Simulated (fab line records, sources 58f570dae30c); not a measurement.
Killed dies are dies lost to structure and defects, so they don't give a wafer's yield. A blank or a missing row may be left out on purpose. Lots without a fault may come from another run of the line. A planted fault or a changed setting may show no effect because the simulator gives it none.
One fault seen from 2 desks | flow berkeley_cmos170 | each desk has only its own numbers; what lay behind them comes last

THE METROLOGY DESK
What the gauges read, lot by lot, whatever tool the lot ran on: means of the sampled wafers that have a number. A lot is out of limits, marked OUT, if its mean lies more than 4 standard deviations from the usual mean; the brackets give that distance.
Columns: A = cd_nm at UCB170_M3_CD_MEAS_15, usual 700.1 nm
lot  | first seen here | A
L705 | day 7 15:56     | 697.1
L706 | day 8 08:08     | 699.5
L707 | day 8 16:16     | 701.8
L712 | day 9 03:43     | 701.0
L715 | day 9 14:43     | 699.5
L714 | day 9 15:56     | 659.0 (-29) OUT
L716 | day 10 02:19    | 668.6 (-23) OUT
L717 | day 10 05:48    | 700.7
L719 | day 10 16:37    | 698.9
L722 | day 10 20:14    | 702.0
L721 | day 10 21:10    | 699.7
L723 | day 11 11:31    | 702.2
L725 | day 11 21:47    | 697.8
L727 | day 11 22:24    | 699.8
This desk's finding: out of limits on L714, L716; first on L714, day 9 15:56 (cd_nm at UCB170_M3_CD_MEAS_15). In limits: L705, L706, L707, L712, L715, L717, L719, L722, L721, L723, L725, L727.

THE TOOL OWNER'S DESK: litho_track-04
The tool's own readings at UCB170_M3_SOFTBAKE_11 (time 60 s): means of the sampled wafers that have a number, for each lot that ran on this tool. A lot is out of limits, marked OUT, if its mean lies more than 4 standard deviations from the usual mean; the brackets give that distance.
Columns: A = heater_power_total_W at UCB170_M3_SOFTBAKE_11, usual 56.81 W; B = plate_temp_C at UCB170_M3_SOFTBAKE_11, usual 129.99 C
lot  | first seen here | A                       | B
L707 | day 8 15:00     | 56.77                   | 129.86
L712 | day 9 02:00     | 56.80                   | 129.91
L714 | day 9 15:00     | 64.18 (+99 or more) OUT | 142.84 (+99 or more) OUT
L716 | day 10 01:00    | 64.21 (+99 or more) OUT | 142.76 (+99 or more) OUT
This desk's finding: out of limits on L714, L716; first on L714, day 9 15:00 (heater_power_total_W at UCB170_M3_SOFTBAKE_11). In limits: L707, L712.

PUT TOGETHER
The tool owner's desk could have raised an alarm at day 9 15:00, on L714, L716.
The metrology desk could have raised an alarm at day 9 15:56, on L714, L716.
Of the lots named, all ran UCB170_M3_SOFTBAKE_11 on litho_track-04.

WHAT THE SIMULATOR HAD PUT IN
Process parameter drift: litho_track-04, from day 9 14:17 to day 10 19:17, at UCB170_M3_SOFTBAKE_11. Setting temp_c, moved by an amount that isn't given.
Lots struck among those shown: L714, L716.
Hours from the fault's start to each desk's first reading out of limits: the tool owner's desk, 1; the metrology desk, 2.
